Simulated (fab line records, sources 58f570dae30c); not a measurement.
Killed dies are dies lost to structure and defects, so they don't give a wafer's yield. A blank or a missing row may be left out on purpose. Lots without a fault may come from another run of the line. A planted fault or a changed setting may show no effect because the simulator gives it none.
Which tool did it? | flow berkeley_cmos170 | 11 lots, 33 wafers sampled, at 2 steps of a route of 331

WHAT THE GAUGES READ, wafer by wafer
UCB170_M2_RS_MEAS_02: measures by four-point-probe.
lot  | measured     | on            | M2_AL_RS (ohm/sq)
L766 | day 8 20:35  | film_metro-01 | 0.0322 0.03213 0.03204
L767 | day 8 20:53  | film_metro-04 | 0.03251 0.0325 0.03232
L770 | day 9 10:43  | film_metro-03 | 0.0323 0.03262 0.03265
L774 | day 10 06:22 | film_metro-04 | 0.03191 0.02396 0.03204
L778 | day 11 01:34 | film_metro-01 | 0.03317 0.03262 0.03273
L780 | day 11 08:59 | film_metro-04 | 0.03214 0.03216 0.03196
L781 | day 11 17:11 | film_metro-03 | 0.03217 0.03243 0.03234
L783 | day 11 20:07 | film_metro-03 | 0.03275 0.03271 0.03267
L784 | day 11 19:52 | film_metro-04 | 0.03274 0.03255 0.0323
L787 | day 12 13:36 | film_metro-04 | 0.03244 0.03228 0.03238
L788 | day 13 00:48 | film_metro-01 | 0.03256 0.03229 0.03232

WHICH TOOL RAN EACH LOT (tool, then ch and the chambers of the sampled wafers, then the start)
lot  | UCB170_M2_SPUTTER_01
L766 | pvd_sputter-04, day 8 20:31
L767 | pvd_sputter-01, day 8 20:47
L770 | pvd_sputter-04, day 9 10:38
L774 | pvd_sputter-04, day 10 06:16
L778 | pvd_sputter-01, day 11 01:29
L780 | pvd_sputter-03, day 11 08:52
L781 | pvd_sputter-03, day 11 16:49
L783 | pvd_sputter-01, day 11 20:01
L784 | pvd_sputter-03, day 11 19:47
L787 | pvd_sputter-03, day 12 13:31
L788 | pvd_sputter-01, day 13 00:42
- UCB170_M2_SPUTTER_01: material Al, target thk 900 nm, time 120 s.

THE ANSWER, worked out from the rows above alone
Rule: what is usual is taken from the lots themselves. Put in order of their means at a reading, lots are off if they are a third of the lots or fewer, leave a main group of 4 or more, and stand apart from it by a gap of 3 or more times the standard deviation of the main group's means; of several such gaps the widest counts. A main group whose means are all the same, to the digits that the tables above print for the reading, isn't used. A lot without any number at a reading at which 4 lots or more have one is off too. The other lots that the step has rows for count as sound.
Off: L774, at UCB170_M2_RS_MEAS_02 (M2_AL_RS). The main group: mean 0.03243 ohm/sq, standard deviation 0.00022.
A tool fits if, at a process step before that reading, it ran every lot that is off, and no sound lot after the first of them. The gauges at UCB170_M2_RS_MEAS_02 are tried like those tools. One fits: pvd_sputter-04 at UCB170_M2_SPUTTER_01. Its last sound lot is L770 (day 9 10:38), its first lot that is off L774 (day 10 06:16): a fault that began between those two fits.

WHAT THE SIMULATOR HAD PUT IN
Process parameter drift: pvd_sputter-04, from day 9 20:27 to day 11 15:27, at UCB170_M2_SPUTTER_01. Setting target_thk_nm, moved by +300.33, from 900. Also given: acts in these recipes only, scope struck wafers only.
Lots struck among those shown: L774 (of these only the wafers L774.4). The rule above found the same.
